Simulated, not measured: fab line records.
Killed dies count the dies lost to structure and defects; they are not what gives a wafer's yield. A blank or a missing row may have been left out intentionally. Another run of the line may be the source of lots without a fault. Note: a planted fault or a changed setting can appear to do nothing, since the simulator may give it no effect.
A lot that was struck, set against a sound lot	flow rit cmos	17 steps out of a route of 202
Sound: the wafers L546.1, L546.4, L546.6. Struck: wafer L539.4 (left out: L539.3, L539.6 of the same lot, which were not struck); the cause appears at the end.
At each step with rows: each side's tool, then ch and its chambers, then its first start. Under that, the readings that differ: sound wafers	struck wafers	difference of the means	sigmas: that difference in standard deviations of wafers without a fault.
alike: a reading whose means differ by less than 2 such deviations, as well as words and numbers matching on both sides. not compared: withheld readings; readings where some wafer has no value; bounds like >300 that might hide an equal value; numbers whose values overlap and for which the record gives no deviation.
Wherever a step has rows on one side only, a row that says differs or no value, or a row with sigmas, the two part there. Numbers that don't overlap but have no deviation are shown without sigmas and don't part them. Lack of a reading on every wafer of one side parts them only where that side has two or more wafers.

first, 4 steps without rows for these wafers: RIT_CONTACT_SOFTBAKE_04 (time 60 s); RIT_CONTACT_EXPOSE_05 (exposes mask M11, target cd 1000 nm); RIT_CONTACT_PEB_06; RIT_CONTACT_DEVELOP_07 (develop time 120 s).
RIT_CONTACT_CD_MEAS_08 targets a cd of 1000 nm.
  sound: cd sem-01 at day 6 23:43; struck: cd sem-02 at day 5 14:08
  alike: cd nm
RIT_CONTACT_OVL_MEAS_09:
  sound: overlay-01 at day 6 23:50; struck: overlay-01 at day 5 14:13
  alike: CONTACT_OVL
then, 1 step without rows for these wafers: RIT_CONTACT_HARDBAKE_10 (time 60 s).
RIT_CONTACT_ETCH_11: etches SiO2 in CHF3/CF4/Ar, stops on TiSi2, target depth 480 nm, time 320 s.
  sound on rie diel-01 ch 0,1, day 7 00:04; struck on rie diel-02 ch 2, day 5 14:23
  alike: CHF3_flow_sccm, drypump motor current A, oes product au, throttle valve pct
  not compared: rf hours counter h
RIT_CONTACT_STRIP_12: strips in O2, time 172.5 s.
  sound on plasma asher-04 ch 0, day 7 00:16; struck on plasma asher-01 ch 1, day 5 14:39
  alike: drypump motor current A
  not compared: rf hours counter h
RIT_CONTACT_CD_MEAS_90 targets a cd of 1000 nm.
  sound: cd sem-01 at day 7 00:26; struck: cd sem-02 at day 5 14:48
  alike: cd nm
then, 2 steps without rows for these wafers: RIT_CONTACT_CLEAN_13 (cleans in SC1, time 600 s); RIT_CONTACT_CLEAN_14 (cleans in SC2, time 600 s).
RIT_M1_SPUTTER_00: material Al, target thk 400 nm, time 500 s.
  sound: pvd sputter-02 at day 7 00:56; struck: pvd sputter-03 at day 5 15:14
reading	sound	struck	difference	sigmas
chamber pressure pa (Pa)	0.3992 0.4002 0.4013	0.4923	+0.0921	+99 or more
throttle valve pct (%)	30.7 29.3 29.2	26.4	-3.3	-3
model.Al_of_M1_SPUTTER_00.thk nm (nm)	407.9 405.3 402.6	383.1	-22.2	
RIT_M1_RS_MEAS_01: measurement is done with a four-point probe.
  sound: film metro-04 at day 7 01:13; struck: film metro-02 at day 5 15:34
reading	sound	struck	difference	sigmas
M1_AL_RS (ohm/sq)	0.0720 0.0723 0.0728	0.0774	+0.0050	+6
RIT_M1_THK_MEAS_02: measures by xrf.
  sound: film metro-04 at day 7 01:20; struck: film metro-02 at day 5 15:40
reading	sound	struck	difference	sigmas
M1_AL_THK (nm)	401 402 399	374	-27	-5
then, 1 step without rows for these wafers: RIT_M1_HMDS_03 (prime time 60 s).
RIT_M1_PROBE_99:
  sound: prober-01 at day 7 05:10; struck: prober-02 at day 5 19:31
reading	sound	struck	difference	sigmas
model.etest.m1.rs ohm sq	0.0713 0.07155 0.07177	0.07565	+0.00411	
  alike: defect limited yield, killed at contacts, killed at front end, killed dies, killed open, killed short, sort_bin_3_pad_short, sort_bin_5_function, sort_bin_6_memory, sort n pass, sort yield pct

WHERE THEY PART
At RIT_M1_SPUTTER_00 first; at RIT_M1_THK_MEAS_02 last (within this record only). Later steps at which nothing parts them and some readings are alike: RIT_M1_PROBE_99.

WHY: what had been put in by the simulator
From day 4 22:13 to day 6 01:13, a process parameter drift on pvd sputter-03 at RIT_M1_SPUTTER_00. A move of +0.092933 in setting chamber pressure pa, from 0.4. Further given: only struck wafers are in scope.
